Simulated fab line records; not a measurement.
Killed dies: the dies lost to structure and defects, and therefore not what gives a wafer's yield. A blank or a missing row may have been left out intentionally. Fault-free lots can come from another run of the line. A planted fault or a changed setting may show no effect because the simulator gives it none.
A sampling plan put to the test ; flow rit_cmos ; one fab line, 8 faults that these records tell of, each judged on the records of the lots that it struck
The line's own looks make up the plan; these are the steps of the route where a gauge or inspection reads the wafer and leaves it unchanged. Where struck wafers have a number at a look and the file lists that look's usual mean and standard deviation on fault-free wafers, the look can be judged. Caught: the struck wafers' mean, at a look after the fault's first step, is 4 or more of those standard deviations (sigma) away from the usual mean. On the tool: the test repeated on the tool's own readings taken at the fault's steps. It also counts as caught if the struck wafers ran another recipe or if their record alone is blank.

== THE FAULTS, as the simulator had put them in ==
1. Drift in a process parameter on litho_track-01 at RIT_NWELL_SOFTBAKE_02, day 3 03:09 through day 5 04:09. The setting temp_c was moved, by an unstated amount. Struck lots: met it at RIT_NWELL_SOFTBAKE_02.
2. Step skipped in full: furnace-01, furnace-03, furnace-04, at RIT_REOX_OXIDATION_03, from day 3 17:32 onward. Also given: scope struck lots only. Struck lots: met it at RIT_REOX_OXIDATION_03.
3. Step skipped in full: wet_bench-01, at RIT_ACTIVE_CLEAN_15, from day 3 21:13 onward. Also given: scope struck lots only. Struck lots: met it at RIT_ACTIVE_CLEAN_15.
4. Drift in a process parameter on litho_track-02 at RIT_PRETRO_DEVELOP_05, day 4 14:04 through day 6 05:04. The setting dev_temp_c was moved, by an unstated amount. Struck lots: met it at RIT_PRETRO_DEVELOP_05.
5. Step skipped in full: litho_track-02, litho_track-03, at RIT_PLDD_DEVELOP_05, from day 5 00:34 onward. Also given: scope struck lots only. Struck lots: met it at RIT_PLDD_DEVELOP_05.
6. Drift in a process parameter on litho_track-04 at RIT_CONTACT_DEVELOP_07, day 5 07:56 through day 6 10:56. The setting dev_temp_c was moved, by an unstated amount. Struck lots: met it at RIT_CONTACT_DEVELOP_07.
7. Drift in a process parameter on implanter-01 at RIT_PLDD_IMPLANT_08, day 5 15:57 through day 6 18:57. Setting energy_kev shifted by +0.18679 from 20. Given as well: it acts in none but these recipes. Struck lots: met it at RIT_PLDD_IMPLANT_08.
8. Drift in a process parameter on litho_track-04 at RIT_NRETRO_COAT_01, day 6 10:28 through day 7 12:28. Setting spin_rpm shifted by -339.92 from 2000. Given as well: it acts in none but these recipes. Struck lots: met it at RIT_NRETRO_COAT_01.

== WHAT THE PLAN SAW ==
fault;on the tool itself;first look that catches it;reading, sigma;median hours from its first step to that look;hours from the fault's start to the first struck lot there;judged looks passed uncaught
1;plate_temp_C +5.7 sigma;no look after it can be judged;-;-;-;0
2;the tool's record is blank for the struck wafers;no look after it can be judged;-;-;-;0
3;the tool's record is blank for the struck wafers;no look after it can be judged;-;-;-;0
4;developer_temp_C -7.3 sigma;no look after it can be judged;-;-;-;0
5;the tool's record is blank for the struck wafers;no look after it can be judged;-;-;-;0
6;developer_temp_C +19 sigma;none of the 2 looks that can be judged after it;strongest: cd_nm at RIT_CONTACT_CD_MEAS_08, -3.7;-;-;2
7;beam_energy_keV +29 sigma;no look after it can be judged;-;-;-;0
8;spin_speed_rpm -99 or beyond sigma;no look after it can be judged;-;-;-;0
A dash: the fault is not caught, or the number is missing from these records.

Caught at a look: 0 of 8. Caught on the tool: 8 of 8. By one or the other: 8 of 8.
Faults 1, 2, 3, 4, 5, 6, 7, 8 were caught on the tool alone.
